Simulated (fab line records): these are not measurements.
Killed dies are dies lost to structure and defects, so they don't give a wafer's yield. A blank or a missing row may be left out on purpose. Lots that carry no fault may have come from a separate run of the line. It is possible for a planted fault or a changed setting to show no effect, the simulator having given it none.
Split-lot trial :: flow berkeleyCmos170 :: 23 wafers read from 5 lots, route of 331 steps

## THE SPLIT
At UCB170_M2_COAT_05 (resist thk 900 nm), the setting spinRpm was moved away from the recipe's 1500 rpm on 8 of the 23 wafers read, by -3.0% to +7.3%. All remaining wafers had this setting at the recipe value.

The reading comes from the split's own step.

## THE READING
KrF_of_M2_COAT_05.thkNm (the simulator's own value, which no gauge read), in nm, at UCB170_M2_COAT_05 (resist thk 900 nm). The file gives no usual value for it. Across the 15 wafers here that went through the recipe, the average is 898.8 nm and the standard deviation 2.5 nm.

wafer: L074.3
tool, chamber at the split: lithoTrack-02, 0
spinRpm as run, rpm: 1500
against the recipe: recipe
KrF_of_M2_COAT_05.thkNm, nm: 896.5
against lot-mates on the recipe: -

wafer: L074.4
tool, chamber at the split: lithoTrack-02, 0
spinRpm as run, rpm: 1500
against the recipe: recipe
KrF_of_M2_COAT_05.thkNm, nm: 893
against lot-mates on the recipe: -

wafer: L074.6
tool, chamber at the split: lithoTrack-02, 0
spinRpm as run, rpm: 1500
against the recipe: recipe
KrF_of_M2_COAT_05.thkNm, nm: 895.6
against lot-mates on the recipe: -

wafer: L076.1
tool, chamber at the split: lithoTrack-04, 0
spinRpm as run, rpm: 1500
against the recipe: recipe
KrF_of_M2_COAT_05.thkNm, nm: 902.1
against lot-mates on the recipe: -

wafer: L076.2
tool, chamber at the split: lithoTrack-04, 0
spinRpm as run, rpm: 1455
against the recipe: -3.0%
KrF_of_M2_COAT_05.thkNm, nm: 917.1
against lot-mates on the recipe: +17.5

wafer: L076.4
tool, chamber at the split: lithoTrack-04, 0
spinRpm as run, rpm: 1455
against the recipe: -3.0%
KrF_of_M2_COAT_05.thkNm, nm: 914.4
against lot-mates on the recipe: +14.8

wafer: L076.5
tool, chamber at the split: lithoTrack-04, 0
spinRpm as run, rpm: 1500
against the recipe: recipe
KrF_of_M2_COAT_05.thkNm, nm: 897.1
against lot-mates on the recipe: -

wafer: L076.6
tool, chamber at the split: lithoTrack-04, 0
spinRpm as run, rpm: 1455
against the recipe: -3.0%
KrF_of_M2_COAT_05.thkNm, nm: 916
against lot-mates on the recipe: +16.4

wafer: L082.1
tool, chamber at the split: lithoTrack-04, 0
spinRpm as run, rpm: 1500
against the recipe: recipe
KrF_of_M2_COAT_05.thkNm, nm: 900
against lot-mates on the recipe: -

wafer: L082.3
tool, chamber at the split: lithoTrack-04, 0
spinRpm as run, rpm: 1579
against the recipe: +5.3%
KrF_of_M2_COAT_05.thkNm, nm: 875.4
against lot-mates on the recipe: -23.5

wafer: L082.4
tool, chamber at the split: lithoTrack-04, 0
spinRpm as run, rpm: 1579
against the recipe: +5.3%
KrF_of_M2_COAT_05.thkNm, nm: 877.1
against lot-mates on the recipe: -21.8

wafer: L082.5
tool, chamber at the split: lithoTrack-04, 0
spinRpm as run, rpm: 1500
against the recipe: recipe
KrF_of_M2_COAT_05.thkNm, nm: 897.5
against lot-mates on the recipe: -

wafer: L082.6
tool, chamber at the split: lithoTrack-04, 0
spinRpm as run, rpm: 1500
against the recipe: recipe
KrF_of_M2_COAT_05.thkNm, nm: 899.1
against lot-mates on the recipe: -

wafer: L081.2
tool, chamber at the split: lithoTrack-03, 0
spinRpm as run, rpm: 1500
against the recipe: recipe
KrF_of_M2_COAT_05.thkNm, nm: 899.6
against lot-mates on the recipe: -

wafer: L081.3
tool, chamber at the split: lithoTrack-03, 0
spinRpm as run, rpm: 1500
against the recipe: recipe
KrF_of_M2_COAT_05.thkNm, nm: 898.2
against lot-mates on the recipe: -

wafer: L081.4
tool, chamber at the split: lithoTrack-03, 0
spinRpm as run, rpm: 1609
against the recipe: +7.3%
KrF_of_M2_COAT_05.thkNm, nm: 867.5
against lot-mates on the recipe: -31.4

wafer: L081.5
tool, chamber at the split: lithoTrack-03, 0
spinRpm as run, rpm: 1609
against the recipe: +7.3%
KrF_of_M2_COAT_05.thkNm, nm: 866.7
against lot-mates on the recipe: -32.2

wafer: L081.6
tool, chamber at the split: lithoTrack-03, 0
spinRpm as run, rpm: 1609
against the recipe: +7.3%
KrF_of_M2_COAT_05.thkNm, nm: 866.5
against lot-mates on the recipe: -32.4

wafer: L080.1
tool, chamber at the split: lithoTrack-02, 0
spinRpm as run, rpm: 1500
against the recipe: recipe
KrF_of_M2_COAT_05.thkNm, nm: 900.3
against lot-mates on the recipe: -

wafer: L080.2
tool, chamber at the split: lithoTrack-02, 0
spinRpm as run, rpm: 1500
against the recipe: recipe
KrF_of_M2_COAT_05.thkNm, nm: 902.4
against lot-mates on the recipe: -

wafer: L080.4
tool, chamber at the split: lithoTrack-02, 0
spinRpm as run, rpm: 1500
against the recipe: recipe
KrF_of_M2_COAT_05.thkNm, nm: 899.5
against lot-mates on the recipe: -

wafer: L080.5
tool, chamber at the split: lithoTrack-02, 0
spinRpm as run, rpm: 1500
against the recipe: recipe
KrF_of_M2_COAT_05.thkNm, nm: 901.6
against lot-mates on the recipe: -

wafer: L080.6
tool, chamber at the split: lithoTrack-02, 0
spinRpm as run, rpm: 1500
against the recipe: recipe
KrF_of_M2_COAT_05.thkNm, nm: 900.2
against lot-mates on the recipe: -

FIT RESULTS
A straight line over all 23 wafers: KrF_of_M2_COAT_05.thkNm changes by -4.59 nm for each +1% of spinRpm; r = -0.99; the points scatter about the line by 2.5 nm.
The same after taking each lot's own level away (the mean of its wafers on the recipe; 23 wafers): -4.55 nm for each +1%; r = -0.99; scatter 1.6 nm.
According to that fit, moving spinRpm by its largest amount changes the reading by 33 nm.
Across the lots, their own levels run from 895.03 to 900.80 nm, a range of 2.3 times the standard deviation given above.
The two slopes are in agreement: the lot-to-lot level therefore moves the slope only a little.
Check: -32.8 nm against its lot-mates is what the line predicts for one of the wafers moved furthest among these (+7.3%) when that wafer is left out of the fit. Against them it came out at -31.4 nm.

## ADDITIONAL SPLITS CARRIED BY THESE WAFERS
These wafers also went through other splits before the reading. Each is held against what the fit with the lots' levels taken away leaves over:
other split on the same wafers: UCB170_CONTACT_CVD_01 tempC
wafers away from the commonest value: 5
r with KrF_of_M2_COAT_05.thkNm (lot level and that fit taken away): -0.33

other split on the same wafers: UCB170_M1_METAL_ETCH_12 icpW
wafers away from the commonest value: 9
r with KrF_of_M2_COAT_05.thkNm (lot level and that fit taken away): -0.33

## THE WHOLE CHAIN: every reading that the file lists as answering this split, in the file's order
step: UCB170_M2_COAT_05
what it does: resist thk 900 nm
reading: KrF_of_M2_COAT_05.thkNm (the simulator's own value, which no gauge read)
change (the file's fit): -4.47 nm for each +1% of the setting
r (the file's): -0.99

step: UCB170_M2_STRIP_07
what it does: strips in O2
reading: stripTimeToEndpointS
change (the file's fit): withheld for each +1% of the setting
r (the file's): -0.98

## THE FILE'S OWN FIT
KrF_of_M2_COAT_05.thkNm changes by -4.47 nm for each +1% of spinRpm, r = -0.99.
